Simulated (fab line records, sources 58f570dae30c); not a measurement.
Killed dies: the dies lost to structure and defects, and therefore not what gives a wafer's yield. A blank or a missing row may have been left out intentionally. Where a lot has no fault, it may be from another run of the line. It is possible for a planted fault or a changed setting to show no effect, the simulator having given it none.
Code-filled problem report in 8D (eight disciplines) form || flow berkeley-cmos170 || the parts of the form that need people (team, actions taken, sign-off) are left out

== 1. THE ISSUE ==
Mean of chamber-pressure-mTorr at UCB170_M3_METAL_ETCH_18: 14.401 mTorr over 2 wafers from 1 lot, against 12.000 mTorr (standard deviation 0.01) on wafers with no fault. So: +99 or more standard deviations from the usual mean.
The step: etches Al in Cl2/BCl3, stops on SiO2, target depth 1170 nm, time 195 s.
Seen first at day 11 11:35 on rie-metal-02, wafer L653.3. Wafers with a number at this step in the record: 39, from 13 lots. Rule for "out", or "out of limits": more than 4 standard deviations from the usual mean. The other wafers with a number count as sound.

== 2. WHAT IT IS AND WHAT IT IS NOT ==
{"question": "which readings at this step", "is": "chamber-pressure-mTorr", "is not": "drypump-motor-current-A, oes-product-au, throttle-valve-pct"}
{"question": "which lots", "is": "L653", "is not": "L640, L641, L642, L643, L644, L645, L654, L655, L656, L657, L658, L663"}
{"question": "which wafers of those lots", "is": "L653.3, L653.6", "is not": "L653.2"}
{"question": "read on which tools", "is": "rie-metal-02", "is not": "rie-metal-03, rie-metal-04"}
{"question": "when", "is": "from day 11 11:35", "is not": "up to then (19 sound wafers); but 18 sound wafers of L654, L655, L656, L657, L658, L663 came after"}

== 3. WHAT RULES OUT EACH SUSPECT ==
Counting: if a tool at a process step up to the reading ran every lot that is out, it stays a suspect. Sound lots after the first of them don't rule it out here, since some wafers of a struck lot are sound.
- rie-metal-02 at UCB170_M3_METAL_ETCH_18 (etches Al in Cl2/BCl3, stops on SiO2, target depth 1170 nm, time 195 s): kept. L653, the lot that is out, went through it at day 11 11:35; up to then, the latest sound lot through it was L645 at day 9 22:27. On those wafers its own readings are out: chamber-pressure-mTorr.
- Within rie-metal-02 at UCB170_M3_METAL_ETCH_18, the wafers that are out were processed in chamber 1 and their sound lot-mates in chamber 0.
Remaining after the count: rie-metal-02 at UCB170_M3_METAL_ETCH_18.

== 4. THE CAUSE (what the simulator had put in) ==
rie-metal-02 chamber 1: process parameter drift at UCB170_M3_METAL_ETCH_18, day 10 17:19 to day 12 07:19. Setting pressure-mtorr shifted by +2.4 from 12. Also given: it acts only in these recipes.
Only this tool survived the counting.

== 5. THE CHAIN OF EFFECTS, in route order ==
Each row: a reading whose mean over the struck wafers that have a number lies more than 3 standard deviations from the usual. Readings are gone through only where the record gives a usual standard deviation; hours: the median, over the lots, of the time from a lot's start at the first step in this table giving one to that lot's start at this step; sigmas: the change measured in usual standard deviations.
{"hours": 0, "step": "UCB170_M3_METAL_ETCH_18", "reading": "chamber-pressure-mTorr", "usual": "12.000 mTorr", "on struck wafers": 14.401, "change": "+2.401", "sigmas": "+99 or more"}
It contains these process steps:
- UCB170_M3_METAL_ETCH_18: etches Al in Cl2/BCl3, stops on SiO2, target depth 1170 nm, time 195 s.

== 6. WHAT WOULD HAVE CAUGHT IT SOONER ==
The fault began at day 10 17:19; the first out-of-limits reading in this record came at day 11 11:35, 18 hours later.
